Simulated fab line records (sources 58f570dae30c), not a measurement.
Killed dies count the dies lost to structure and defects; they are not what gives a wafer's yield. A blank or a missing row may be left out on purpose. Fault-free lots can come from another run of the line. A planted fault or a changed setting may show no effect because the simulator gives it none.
Split-lot study :: flow berkeley_cmos170 :: on a route of 331 steps: 5 lots, 23 wafers read

ABOUT THE SPLIT
At UCB170_M2_COAT_05 (resist thk 900 nm), the setting resist_thk_nm was moved away from the recipe's 900 nm on 10 of the 23 wafers read, by +2.9% to +5.8%. The other wafers ran this setting at the recipe's value.

The split's own step is where the reading is taken.

THE READING
KrF_of_M2_COAT_05.thk_nm (the simulator's own value, which no gauge read), in nm, at UCB170_M2_COAT_05 (resist thk 900 nm). There is no usual value for it anywhere in the file. The 13 wafers here that ran the recipe average 903.6 nm, standard deviation 2.7 nm.

wafer: L075.1
tool, chamber at the split: litho_track-01, 0
resist_thk_nm as run, nm: 931.3
against the recipe: +3.5%
KrF_of_M2_COAT_05.thk_nm, nm: 934
against lot-mates on the recipe: +29.5

wafer: L075.2
tool, chamber at the split: litho_track-01, 0
resist_thk_nm as run, nm: 900
against the recipe: recipe
KrF_of_M2_COAT_05.thk_nm, nm: 905
against lot-mates on the recipe: -

wafer: L075.3
tool, chamber at the split: litho_track-01, 0
resist_thk_nm as run, nm: 931.3
against the recipe: +3.5%
KrF_of_M2_COAT_05.thk_nm, nm: 932.1
against lot-mates on the recipe: +27.6

wafer: L075.5
tool, chamber at the split: litho_track-01, 0
resist_thk_nm as run, nm: 900
against the recipe: recipe
KrF_of_M2_COAT_05.thk_nm, nm: 902.1
against lot-mates on the recipe: -

wafer: L075.6
tool, chamber at the split: litho_track-01, 0
resist_thk_nm as run, nm: 900
against the recipe: recipe
KrF_of_M2_COAT_05.thk_nm, nm: 906.5
against lot-mates on the recipe: -

wafer: L076.1
tool, chamber at the split: litho_track-01, 0
resist_thk_nm as run, nm: 900
against the recipe: recipe
KrF_of_M2_COAT_05.thk_nm, nm: 908.8
against lot-mates on the recipe: -

wafer: L076.3
tool, chamber at the split: litho_track-01, 0
resist_thk_nm as run, nm: 900
against the recipe: recipe
KrF_of_M2_COAT_05.thk_nm, nm: 906.7
against lot-mates on the recipe: -

wafer: L076.6
tool, chamber at the split: litho_track-01, 0
resist_thk_nm as run, nm: 900
against the recipe: recipe
KrF_of_M2_COAT_05.thk_nm, nm: 905.5
against lot-mates on the recipe: -

wafer: L077.1
tool, chamber at the split: litho_track-04, 0
resist_thk_nm as run, nm: 900
against the recipe: recipe
KrF_of_M2_COAT_05.thk_nm, nm: 901.4
against lot-mates on the recipe: -

wafer: L077.2
tool, chamber at the split: litho_track-04, 0
resist_thk_nm as run, nm: 926.5
against the recipe: +2.9%
KrF_of_M2_COAT_05.thk_nm, nm: 927.1
against lot-mates on the recipe: +26.3

wafer: L077.6
tool, chamber at the split: litho_track-04, 0
resist_thk_nm as run, nm: 926.5
against the recipe: +2.9%
KrF_of_M2_COAT_05.thk_nm, nm: 927.1
against lot-mates on the recipe: +26.3

wafer: L077.3
tool, chamber at the split: litho_track-04, 0
resist_thk_nm as run, nm: 900
against the recipe: recipe
KrF_of_M2_COAT_05.thk_nm, nm: 900.2
against lot-mates on the recipe: -

wafer: L077.4
tool, chamber at the split: litho_track-04, 0
resist_thk_nm as run, nm: 926.5
against the recipe: +2.9%
KrF_of_M2_COAT_05.thk_nm, nm: 927.3
against lot-mates on the recipe: +26.5

wafer: L080.1
tool, chamber at the split: litho_track-01, 0
resist_thk_nm as run, nm: 900
against the recipe: recipe
KrF_of_M2_COAT_05.thk_nm, nm: 901.6
against lot-mates on the recipe: -

wafer: L080.2
tool, chamber at the split: litho_track-01, 0
resist_thk_nm as run, nm: 900
against the recipe: recipe
KrF_of_M2_COAT_05.thk_nm, nm: 899.5
against lot-mates on the recipe: -

wafer: L080.3
tool, chamber at the split: litho_track-01, 0
resist_thk_nm as run, nm: 929.7
against the recipe: +3.3%
KrF_of_M2_COAT_05.thk_nm, nm: 929.9
against lot-mates on the recipe: +29.4

wafer: L080.4
tool, chamber at the split: litho_track-01, 0
resist_thk_nm as run, nm: 929.7
against the recipe: +3.3%
KrF_of_M2_COAT_05.thk_nm, nm: 930.3
against lot-mates on the recipe: +29.8

wafer: L080.5
tool, chamber at the split: litho_track-01, 0
resist_thk_nm as run, nm: 929.7
against the recipe: +3.3%
KrF_of_M2_COAT_05.thk_nm, nm: 931.4
against lot-mates on the recipe: +30.9

wafer: L084.2
tool, chamber at the split: litho_track-01, 0
resist_thk_nm as run, nm: 951.9
against the recipe: +5.8%
KrF_of_M2_COAT_05.thk_nm, nm: 953.4
against lot-mates on the recipe: +50.4

wafer: L084.3
tool, chamber at the split: litho_track-01, 0
resist_thk_nm as run, nm: 951.9
against the recipe: +5.8%
KrF_of_M2_COAT_05.thk_nm, nm: 956
against lot-mates on the recipe: +53.0

wafer: L084.4
tool, chamber at the split: litho_track-01, 0
resist_thk_nm as run, nm: 900
against the recipe: recipe
KrF_of_M2_COAT_05.thk_nm, nm: 903.1
against lot-mates on the recipe: -

wafer: L084.5
tool, chamber at the split: litho_track-01, 0
resist_thk_nm as run, nm: 900
against the recipe: recipe
KrF_of_M2_COAT_05.thk_nm, nm: 901.3
against lot-mates on the recipe: -

wafer: L084.6
tool, chamber at the split: litho_track-01, 0
resist_thk_nm as run, nm: 900
against the recipe: recipe
KrF_of_M2_COAT_05.thk_nm, nm: 904.6
against lot-mates on the recipe: -

FIT RESULTS
A straight line over all 23 wafers: KrF_of_M2_COAT_05.thk_nm changes by +8.57 nm for each +1% of resist_thk_nm; r = +0.99; the points scatter about the line by 2.4 nm.
The same after taking each lot's own level away (the mean of its wafers on the recipe; 23 wafers): +8.88 nm for each +1%; r = +1.00; scatter 1.4 nm.
According to that fit, moving resist_thk_nm by its largest amount changes the reading by 51 nm.
From 900.55 to 907.00 nm: that is the span of the lots' own levels, equal to 2.4 times the standard deviation above.
Consequently the slope shifts little with the lot-to-lot level, the two slopes agreeing.
Check: +51.4 nm against its lot-mates is what the line predicts for one of the wafers moved furthest among these (+5.8%) when that wafer is left out of the fit. Against them it came out at +50.4 nm.

THE WHOLE CHAIN: every reading that the file lists as answering this split, in the file's order
step: UCB170_M2_COAT_05
what it does: resist thk 900 nm
reading: KrF_of_M2_COAT_05.thk_nm (the simulator's own value, which no gauge read)
change (the file's fit): +8.84 nm for each +1% of the setting
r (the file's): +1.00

step: UCB170_M2_STRIP_07
what it does: strips in O2
reading: strip_time_to_endpoint_s
change (the file's fit): withheld for each +1% of the setting
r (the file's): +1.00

THE FILE'S OWN FIT
KrF_of_M2_COAT_05.thk_nm changes by +8.84 nm for each +1% of resist_thk_nm, r = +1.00.
